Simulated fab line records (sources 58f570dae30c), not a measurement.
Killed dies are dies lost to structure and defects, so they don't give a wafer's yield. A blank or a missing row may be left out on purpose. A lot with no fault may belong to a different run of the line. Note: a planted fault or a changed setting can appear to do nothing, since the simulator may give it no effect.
Which of the tools did it? | flow berkeley-cmos170 | Sampling: 14 lots, 42 wafers, 5 of 331 route steps

== WHAT EACH GAUGE READ, for each wafer ==
UCB170_M2_RS_MEAS_02: uses a four-point probe to measure.
lot  | measured     | on            | M2_AL_RS (ohm/sq)
L604 | day 8 16:31  | film-metro-04 | 0.0320 0.0330 0.0321
L605 | day 9 00:05  | film-metro-03 | 0.0335 0.0337 0.0334
L606 | day 9 01:26  | film-metro-04 | 0.0323 0.0325 0.0321
L608 | day 9 08:35  | film-metro-03 | 0.0322 0.0322 0.0325
L609 | day 10 13:29 | film-metro-02 | 0.0327 0.0327 0.0327
L610 | day 10 13:44 | film-metro-03 | 0.0325 0.0317 0.0321
L612 | day 10 13:58 | film-metro-02 | 0.0328 0.0328 0.0328
L611 | day 10 13:42 | film-metro-04 | 0.0328 0.0325 0.0320
L613 | day 10 22:27 | film-metro-02 | 0.0319 0.0320 0.0320
L616 | day 11 17:25 | film-metro-04 | 0.0329 0.0327 0.0328
L619 | day 12 04:36 | film-metro-02 | 0.0320 0.0316 0.0318
L618 | day 12 05:04 | film-metro-04 | 0.0706 0.0718 0.0714
L621 | day 12 14:49 | film-metro-04 | 0.0699 0.0714 0.0721
L626 | day 14 04:32 | film-metro-04 | 0.0314 0.0319 0.0311

UCB170_M2_THK_MEAS_03: measures by xrf.
lot  | measured     | on            | M2_AL_THK (nm)
L604 | day 8 16:37  | film-metro-04 | 883 867 894
L605 | day 9 00:13  | film-metro-03 | 843 842 845
L606 | day 9 01:34  | film-metro-04 | 874 868 878
L608 | day 9 08:41  | film-metro-03 | 879 873 867
L609 | day 10 13:34 | film-metro-02 | 886 880 880
L610 | day 10 13:50 | film-metro-03 | 867 892 875
L612 | day 10 14:05 | film-metro-02 | 877 880 878
L611 | day 10 13:49 | film-metro-04 | 864 879 887
L613 | day 10 22:34 | film-metro-02 | 901 900 896
L616 | day 11 17:31 | film-metro-04 | 876 867 874
L619 | day 12 04:43 | film-metro-02 | 898 915 904
L618 | day 12 05:11 | film-metro-04 | 407 400 405
L621 | day 12 14:56 | film-metro-04 | 410 405 401
L626 | day 14 04:40 | film-metro-04 | 906 892 912

== WHAT TOOL EACH LOT RAN ON (gives the tool, then ch and the chambers of the sampled wafers, and finally the start) ==
lot  | UCB170_CONTACT_STRIP_19              | UCB170_V1_CVD_00                | UCB170_M2_SPUTTER_01
L604 | plasma-asher-04 ch 0,1, day 8 09:40  | pecvd-04 ch 0,2, day 8 13:38    | pvd-sputter-02, day 8 16:23
L605 | plasma-asher-02 ch 0,1, day 8 18:10  | pecvd-02 ch 0,1, day 8 21:33    | pvd-sputter-01, day 9 00:01
L606 | plasma-asher-03 ch 0,1, day 8 18:19  | pecvd-04 ch 1,2, day 8 22:53    | pvd-sputter-04, day 9 01:22
L608 | plasma-asher-03 ch 0,1, day 9 02:32  | pecvd-02 ch 0,1, day 9 06:01    | pvd-sputter-01, day 9 08:29
L609 | plasma-asher-04 ch 0,1, day 10 04:04 | pecvd-02 ch 0,1,2, day 10 07:32 | pvd-sputter-01, day 10 13:20
L610 | plasma-asher-03 ch 0,1, day 10 04:14 | pecvd-01 ch 0,2, day 10 08:47   | pvd-sputter-04, day 10 13:37
L612 | plasma-asher-04 ch 0,1, day 10 04:23 | pecvd-04 ch 0,1, day 10 08:47   | pvd-sputter-01, day 10 13:53
L611 | plasma-asher-03 ch 0,1, day 10 05:13 | pecvd-02 ch 0,2, day 10 10:07   | pvd-sputter-02, day 10 13:37
L613 | plasma-asher-04 ch 0,1, day 10 15:06 | pecvd-02 ch 0,1, day 10 19:30   | pvd-sputter-04, day 10 22:22
L616 | plasma-asher-03 ch 0,1, day 11 10:17 | pecvd-02 ch 0,1,2, day 11 14:53 | pvd-sputter-01, day 11 17:16
L619 | plasma-asher-04 ch 0,1, day 11 19:09 | pecvd-04 ch 0,2, day 11 23:29   | pvd-sputter-04, day 12 04:30
L618 | plasma-asher-02 ch 0,1, day 11 19:50 | pecvd-01 ch 0,2, day 12 00:49   | pvd-sputter-01, day 12 04:59
L621 | plasma-asher-03 ch 1, day 12 07:08   | pecvd-04 ch 1,2, day 12 10:38   | pvd-sputter-01, day 12 14:44
L626 | plasma-asher-03 ch 1, day 13 19:37   | pecvd-02 ch 1,2, day 13 23:41   | pvd-sputter-04, day 14 04:27
- UCB170_CONTACT_STRIP_19: strips in O2.
- UCB170_V1_CVD_00: deposits SiO2 from TEOS/O2, target thk 2000 nm, time 250 s.
- UCB170_M2_SPUTTER_01: material Al, target thk 900 nm, time 120 s.

== AS READ BY THE TOOLS THEMSELVES (means over the sampled wafers that have a number; for cases with no such wafer, the mark the record gives instead) ==
UCB170_CONTACT_STRIP_19.
lot  | tool            | chamber-pressure-mTorr (mTorr) | drypump-motor-current-A (A) | oes-product-au (a.u.)
L604 | plasma-asher-04 | 3497                           | 5.82                        | 0.727
L605 | plasma-asher-02 | 3499                           | 5.65                        | 0.728
L606 | plasma-asher-03 | 3498                           | 5.33                        | 0.727
L608 | plasma-asher-03 | 3502                           | 5.45                        | 0.727
L609 | plasma-asher-04 | 3502                           | 5.64                        | 0.728
L610 | plasma-asher-03 | 3500                           | 5.33                        | 0.725
L612 | plasma-asher-04 | 3501                           | 5.65                        | 0.720
L611 | plasma-asher-03 | 3503                           | 5.49                        | 0.724
L613 | plasma-asher-04 | 3500                           | 5.63                        | 0.729
L616 | plasma-asher-03 | 3502                           | 5.34                        | 0.724
L619 | plasma-asher-04 | 3501                           | 5.63                        | 0.727
L618 | plasma-asher-02 | 3498                           | 5.67                        | 0.726
L621 | plasma-asher-03 | 3499                           | 5.58                        | 0.721
L626 | plasma-asher-03 | 3502                           | 5.58                        | 0.725

UCB170_V1_CVD_00.
lot  | tool     | heater-power-w (W)
L604 | pecvd-04 | 215
L605 | pecvd-02 | 232
L606 | pecvd-04 | 279
L608 | pecvd-02 | 208
L609 | pecvd-02 | 214
L610 | pecvd-01 | 244
L612 | pecvd-04 | 242
L611 | pecvd-02 | 234
L613 | pecvd-02 | 187
L616 | pecvd-02 | 210
L619 | pecvd-04 | 259
L618 | pecvd-01 | 239
L621 | pecvd-04 | 302
L626 | pecvd-02 | 183

UCB170_M2_SPUTTER_01.
lot  | tool           | throttle-valve-pct (%)
L604 | pvd-sputter-02 | 29.4
L605 | pvd-sputter-01 | 29.6
L606 | pvd-sputter-04 | 29.8
L608 | pvd-sputter-01 | 29.7
L609 | pvd-sputter-01 | 29.8
L610 | pvd-sputter-04 | 29.4
L612 | pvd-sputter-01 | 29.0
L611 | pvd-sputter-02 | 29.8
L613 | pvd-sputter-04 | 30.4
L616 | pvd-sputter-01 | 30.4
L619 | pvd-sputter-04 | 29.7
L618 | pvd-sputter-01 | 30.6
L621 | pvd-sputter-01 | 30.1
L626 | pvd-sputter-04 | 29.6

== THE ANSWER, worked out from the rows above alone ==
Rule: the lots themselves supply what counts as usual. The widest of any qualifying gaps counts: lots, ordered by their means at a reading, are off when they make up no more than a third of the lots, leave a main group of 4 or more, and stand apart from it by 3 or more times the standard deviation of that group's means. Not used: any main group whose means are identical at the precision the tables above print for the reading. A lot without any number at a reading at which 4 lots or more have one is off too. The other lots that the step has rows for count as sound. First the gauges in route order, then the tools' own readings, where a lot's mean is used as printed above. The first step at which some lot is off is used, and at that step the reading that is off furthest; a lot without a number counts as furthest.
Off: L618, L621, seen at UCB170_M2_RS_MEAS_02 (M2_AL_RS). The main group: mean 0.0324 ohm/sq, standard deviation 0.00052.
A tool fits if, at a process step before that reading, it ran every lot that is off, and no sound lot after the first of them. The gauges at UCB170_M2_RS_MEAS_02 are tried like those tools. One candidate fits, namely pvd-sputter-01 at UCB170_M2_SPUTTER_01. Its last sound lot is L616 (day 11 17:16), its first lot that is off L618 (day 12 04:59): a fault that began between those two fits.

== WHAT HAD BEEN PUT IN BY THE SIMULATOR ==
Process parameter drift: pvd-sputter-01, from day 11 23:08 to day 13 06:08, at UCB170_M2_SPUTTER_01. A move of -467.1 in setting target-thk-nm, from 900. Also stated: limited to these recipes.
Struck lots among those shown: L618, L621. The rule above reached the same finding.
